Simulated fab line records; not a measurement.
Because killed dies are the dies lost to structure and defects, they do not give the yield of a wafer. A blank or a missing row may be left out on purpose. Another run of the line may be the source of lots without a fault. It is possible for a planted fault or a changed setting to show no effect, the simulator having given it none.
A lot that was struck, set against a sound lot | flow berkeley cmos170 | 44 steps out of a route of 331
Sound: wafers L326.2, L326.3, L326.5. Wafers struck: L333.2, L333.4, L333.5. At the end, the cause is stated.
Each step with rows lists, per side, the tool, then ch with its chambers, then its first start. Under that, the readings that differ: sound wafers | struck wafers | difference of the means | sigmas: that difference in standard deviations of wafers without a fault.
alike: words and numbers the same on both sides, and readings whose means are apart by under 2 such deviations; not compared: readings that were withheld, readings missing a value for some wafer, numbers with overlapping values and no deviation given by the record, and bounds like >300 which may hide the same value.
Wherever a step has rows on one side only, a row that says differs or no value, or a row with sigmas, the two part there. Numbers that don't overlap but have no deviation are shown without sigmas and don't part them. A reading that every wafer of one side lacks parts them only if that side has two wafers or more.

first, 1 step without rows for these wafers: UCB170_PLDD_IMPLANT_09.
UCB170_PLDD_STRIP_10: strips in O2.
  sound on plasma asher-03 ch 1, day 6 14:47; struck on plasma asher-03 ch 0,1, day 8 10:23
  alike: drypump motor current A, o2 flow sccm, oes product au, strip time to endpoint s
  not compared: rf hours counter h
UCB170_PLDD_TW_MEAS_11:
  struck on film metro-03, day 8 10:29; sound on film metro-02, day 6 14:54
  alike: PLDD_TW
then, 7 steps without rows for these wafers: UCB170_PLDD_CLEAN_12 (cleans in SPM, time 600 s); UCB170_NLDD_HMDS_00 (prime time 60 s); UCB170_NLDD_COAT_01 (resist thk 900 nm); UCB170_NLDD_SOFTBAKE_02 (time 60 s); UCB170_NLDD_EXPOSE_03 (exposes mask NSELECT, target cd 1200 nm); UCB170_NLDD_PEB_04; UCB170_NLDD_DEVELOP_05 (develop time 45 s).
UCB170_NLDD_CD_MEAS_06: target cd 1200 nm.
  struck on cd sem-01, day 8 11:35; sound on cd sem-01, day 6 17:08
  alike: cd nm
UCB170_NLDD_OVL_MEAS_07:
  struck on overlay-02, day 8 11:41; sound on overlay-01, day 6 17:14
  alike: NLDD_OVL
UCB170_NLDD_IMPLANT_08:
  sound on implanter-02 ch 0, day 6 17:18; struck on implanter-03 ch 0, day 8 11:44
  reading            | sound                         | struck                        | difference | sigmas
  dose ions cm2      | 4.998e+13 5.003e+13 4.992e+13 | 3.148e+13 3.155e+13 3.152e+13 | -1.846e+13 | -99 or more
  faraday current uA | 159.9 157.4 163.2             | 102.2 98.8 98.9               | -60.2      | -21
next, for these wafers, 1 step has no rows: UCB170_NLDD_IMPLANT_09.
UCB170_NLDD_STRIP_10: strips in O2.
  sound on plasma asher-02 ch 0,1, day 6 17:34; struck on plasma asher-04 ch 0,1, day 8 12:01
  alike: drypump motor current A, o2 flow sccm, oes product au, strip time to endpoint s
  not compared: rf hours counter h
UCB170_NLDD_TW_MEAS_11:
  struck on film metro-01, day 8 12:25; sound on film metro-01, day 6 17:41
  reading | sound          | struck         | difference | sigmas
  NLDD_TW | 2217 2219 2205 | 2081 2058 2064 | -146       | -4
  not compared: hold
then, 1 step without rows for these wafers: UCB170_NLDD_CLEAN_12 (cleans in SPM, time 600 s).
UCB170_SPACER_CVD_00: deposits SiO2 from TEOS/O2, target thk 376 nm, time 47 s.
  sound on pecvd-01 ch 0,1, day 6 18:31; struck on pecvd-03 ch 0,1, day 8 15:43
  alike: heater power w
UCB170_SPACER_THK_MEAS_01:
  struck on film metro-03, day 8 15:46; sound on film metro-03, day 6 18:35
  reading              | sound       | struck      | difference | sigmas
  SPACER_TEOS_THK (nm) | 369 370 375 | 378 384 380 | +9         | +2
then, 1 step without rows for these wafers: UCB170_SPACER_ANNEAL_02 (time 1800 s).
UCB170_SPACER_ETCHBACK_03: etches SiO2 in CHF3/CF4/Ar, stops on Si, target depth 376 nm, time 100 s.
  sound on rie diel-03 ch 0,1, day 6 21:46; struck on rie diel-04 ch 0,1, day 8 18:09
  alike: drypump motor current A, oes product au, throttle valve pct
  not compared: rf hours counter h
then, 6 steps without rows for these wafers: UCB170_PSD_HMDS_00 (prime time 60 s); UCB170_PSD_COAT_01 (resist thk 900 nm); UCB170_PSD_SOFTBAKE_02 (time 60 s); UCB170_PSD_EXPOSE_03 (exposes mask PSELECT MOD, target cd 1200 nm); UCB170_PSD_PEB_04; UCB170_PSD_DEVELOP_05 (develop time 45 s).
UCB170_PSD_CD_MEAS_06: target cd 1200 nm.
  struck on cd sem-02, day 8 19:05; sound on cd sem-02, day 6 23:45
  alike: cd nm
UCB170_PSD_OVL_MEAS_07:
  struck on overlay-02, day 8 19:11; sound on overlay-02, day 6 23:52
  alike: PSD_OVL
next, for these wafers, 1 step has no rows: UCB170_PSD_IMPLANT_08.
UCB170_PSD_STRIP_09: strips in O2.
  sound on plasma asher-03 ch 0,1, day 7 00:02; struck on plasma asher-01 ch 0, day 8 19:22
  alike: drypump motor current A, o2 flow sccm, oes product au, strip time to endpoint s
  not compared: rf hours counter h
UCB170_PSD_TW_MEAS_10:
  struck on film metro-01, day 8 19:29; sound on film metro-02, day 7 00:09
  reading | sound          | struck         | difference | sigmas
  PSD_TW  | 2415 2417 2409 | 2309 2294 2295 | -114       | -3
then, 7 steps without rows for these wafers: UCB170_PSD_CLEAN_11 (cleans in SPM, time 600 s); UCB170_NSD_HMDS_00 (prime time 60 s); UCB170_NSD_COAT_01 (resist thk 900 nm); UCB170_NSD_SOFTBAKE_02 (time 60 s); UCB170_NSD_EXPOSE_03 (exposes mask NSELECT MOD, target cd 1200 nm); UCB170_NSD_PEB_04; UCB170_NSD_DEVELOP_05 (develop time 45 s).
UCB170_NSD_CD_MEAS_06: target cd 1200 nm.
  struck on cd sem-01, day 8 22:23; sound on cd sem-02, day 7 02:04
  alike: cd nm
UCB170_NSD_OVL_MEAS_07:
  struck on overlay-01, day 8 22:34; sound on overlay-02, day 7 02:11
  alike: NSD_OVL
next, for these wafers, 1 step has no rows: UCB170_NSD_IMPLANT_08.
UCB170_SDANNEAL_RS_MEAS_05: uses a four-point probe to measure.
  struck on film metro-02, day 9 03:40; sound on film metro-03, day 7 04:05
  reading          | sound             | struck            | difference | sigmas
  NLDD_RS (ohm/sq) | 613.0 615.5 613.5 | 706.7 705.5 707.9 | +92.7      | +66
  not compared: hold
next, for these wafers, 1 step has no rows: UCB170_M3_PROBE_99.

## WHERE THEY PART
Earliest at UCB170_NLDD_IMPLANT_08; latest, in this record, at UCB170_SDANNEAL_RS_MEAS_05.

WHY: what had been put in by the simulator
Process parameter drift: implanter-03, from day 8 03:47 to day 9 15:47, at UCB170_NLDD_IMPLANT_08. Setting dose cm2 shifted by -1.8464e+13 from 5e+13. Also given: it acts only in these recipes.
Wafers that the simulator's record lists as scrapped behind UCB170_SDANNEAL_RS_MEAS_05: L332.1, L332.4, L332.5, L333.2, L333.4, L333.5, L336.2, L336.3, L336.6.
